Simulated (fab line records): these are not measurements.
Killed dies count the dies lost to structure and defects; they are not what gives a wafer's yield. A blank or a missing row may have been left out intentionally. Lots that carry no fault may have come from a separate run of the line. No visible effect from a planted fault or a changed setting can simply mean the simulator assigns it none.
Struck lot and sound lot, side by side ; flow rit cmos ; 44 out of 202 route steps
Sound: these wafers, L211.1, L211.3, L211.5. Wafers L198.1, L198.2, L198.5 were the ones struck. The cause comes at the end.
At each step with rows: each side's tool, then ch and its chambers, then its first start. Under that, the readings that differ: sound wafers ; struck wafers ; difference of the means ; sigmas: that difference in standard deviations of wafers without a fault.
alike: readings whose means differ by less than 2 such deviations, and words and numbers that are the same on both sides. not compared: withheld readings, readings that some wafer has no value for, bounds like >300 that may hide the same value, and numbers for which the record gives no deviation and whose values overlap.
Wherever a step has rows on one side only, a row that says differs or no value, or a row with sigmas, the two part there. Numbers that have no deviation but don't overlap get no sigmas and don't part them. A reading that every wafer of one side lacks parts them only if that side has two wafers or more.

first, 4 steps without rows for these wafers: RIT_PLDD_SOFTBAKE_02 (time 60 s); RIT_PLDD_EXPOSE_03 (exposes mask M8, target cd 40900 nm); RIT_PLDD_PEB_04; RIT_PLDD_DEVELOP_05 (develop time 50 s).
RIT_PLDD_OVL_MEAS_06:
  sound on overlay-01, day 6 17:08; struck on overlay-02, day 3 20:19
  alike: PLDD_OVL
then, 2 steps without rows for these wafers: RIT_PLDD_HARDBAKE_07 (time 60 s); RIT_PLDD_IMPLANT_08.
RIT_PLDD_STRIP_09: strips in O2, time 180 s.
  sound on plasma asher-04 ch 0,1, day 6 17:28; struck on plasma asher-01 ch 0,1, day 3 20:39
  alike: drypump motor current A
  not compared: rf hours counter h
RIT_PLDD_TW_MEAS_10:
  sound on film metro-01, day 6 17:39; struck on film metro-01, day 3 20:50
  alike: PLDD_TW
then, 3 steps without rows for these wafers: RIT_SPACER_CLEAN_00 (cleans in SC1, time 600 s); RIT_SPACER_CLEAN_01 (cleans in dHF, time 30 s); RIT_SPACER_CLEAN_02 (cleans in SC2, time 600 s).
RIT_SPACER_CVD_03: deposits Si3N4 from SiH2Cl2/NH3, target thk 250 nm, time 3300 s.
  sound on lpcvd-02 ch 1, day 6 18:05; struck on lpcvd-02 ch 1, day 3 21:19
reading;sound;struck;difference;sigmas
pressure mtorr (mTorr);300.0 300.5 301.1;361.7 360.7 360.0;+60.3;+99 or more
model.Si3N4_of_SPACER_CVD_03.thk nm (nm);246.1 246.8 243.3;261.9 260.8 262.7;+16.4;
  alike: zone power load pct
RIT_SPACER_THK_MEAS_04:
  sound on film metro-01, day 6 20:01; struck on film metro-02, day 3 23:13
reading;sound;struck;difference;sigmas
SPACER_NITRIDE_THK (nm);246.2 246.9 243.1;261.8 261.0 262.5;+16.4;+6
RIT_SPACER_ETCHBACK_05: etches Si3N4 in SF6/CHF3, stops on SiO2, target depth 250 nm, time 240 s.
  sound on rie diel-03 ch 1,2, day 6 20:04; struck on rie diel-04 ch 0,1,2, day 3 23:17
reading;sound;struck;difference;sigmas
oes product au (a.u.);0.814 0.854 0.843;0.874 0.880 0.866;+0.036;+2
model.etch.depth nm (nm);246.1 246.8 243.3;261.9 260.8 262.7;+16.4;
  alike: drypump motor current A, throttle valve pct
  not compared: rf hours counter h
then, 6 steps without rows for these wafers: RIT_NSD_HMDS_00 (prime time 60 s); RIT_NSD_COAT_01 (resist thk 1000 nm); RIT_NSD_SOFTBAKE_02 (time 60 s); RIT_NSD_EXPOSE_03 (exposes mask M9, target cd 40700 nm); RIT_NSD_PEB_04; RIT_NSD_DEVELOP_05 (develop time 50 s).
RIT_NSD_OVL_MEAS_06:
  sound on overlay-01, day 6 21:11; struck on overlay-02, day 4 00:25
  alike: NSD_OVL
then, 2 steps without rows for these wafers: RIT_NSD_HARDBAKE_07 (time 60 s); RIT_NSD_IMPLANT_08.
RIT_NSD_STRIP_09: strips in O2, time 180 s.
  sound on plasma asher-03 ch 0,1, day 6 21:32; struck on plasma asher-04 ch 0,1, day 4 00:45
  alike: drypump motor current A
  not compared: rf hours counter h
RIT_NSD_TW_MEAS_10:
  sound on film metro-02, day 6 21:42; struck on film metro-02, day 4 00:55
  alike: NSD_TW
then, 6 steps without rows for these wafers: RIT_PSD_HMDS_00 (prime time 60 s); RIT_PSD_COAT_01 (resist thk 1000 nm); RIT_PSD_SOFTBAKE_02 (time 60 s); RIT_PSD_EXPOSE_03 (exposes mask M10, target cd 40900 nm); RIT_PSD_PEB_04; RIT_PSD_DEVELOP_05 (develop time 50 s).
RIT_PSD_OVL_MEAS_06:
  sound on overlay-02, day 6 23:02; struck on overlay-01, day 4 02:01
  alike: PSD_OVL
then, 2 steps without rows for these wafers: RIT_PSD_HARDBAKE_07 (time 60 s); RIT_PSD_IMPLANT_08.
RIT_PSD_STRIP_09: strips in O2, time 180 s.
  sound on plasma asher-04 ch 0, day 6 23:26; struck on plasma asher-01 ch 0,1, day 4 02:21
  alike: drypump motor current A
  not compared: rf hours counter h
RIT_PSD_TW_MEAS_10:
  sound on film metro-01, day 6 23:37; struck on film metro-01, day 4 02:32
  alike: PSD_TW
then, 3 steps without rows for these wafers: RIT_SDANNEAL_CLEAN_00 (cleans in SC1, time 600 s); RIT_SDANNEAL_CLEAN_01 (cleans in dHF, time 30 s); RIT_SDANNEAL_CLEAN_02 (cleans in SC2, time 600 s).
RIT_SDANNEAL_RTA_03: time 5 s.
  sound on rtp anneal-01 ch 0, day 7 00:02; struck on rtp anneal-01 ch 0, day 4 03:10
  alike: wafer_temp_C_max
RIT_SDANNEAL_RS_MEAS_04: a four-point-probe measurement.
  sound on film metro-03, day 7 00:06; struck on film metro-01, day 4 03:13
  alike: PSD_RS
RIT_SILICIDE_WET_ETCH_00: etches SiO2 in BOE, target depth 14 nm, time 15 s.
  sound on wet bench-02 ch 2, day 7 00:35; struck on wet bench-02 ch 0, day 4 03:42
reading;sound;struck;difference;sigmas
model.Si3N4_of_SPACER_CVD_03.thk nm (nm);192.1 191.2 188.1;204.5 202.5 205.6;+13.7;
RIT_M1_PROBE_99:
  rows exist in the record for the sound wafers here (prober-02, day 7 08:08), none for the struck ones

== WHERE THEY PART ==
At RIT_SPACER_CVD_03 first; at RIT_M1_PROBE_99 last (within this record only).

WHY: what the simulator had put in
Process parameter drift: lpcvd-02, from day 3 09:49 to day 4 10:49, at RIT_SPACER_CVD_03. From 300, the setting pressure mtorr moved by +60. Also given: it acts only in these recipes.
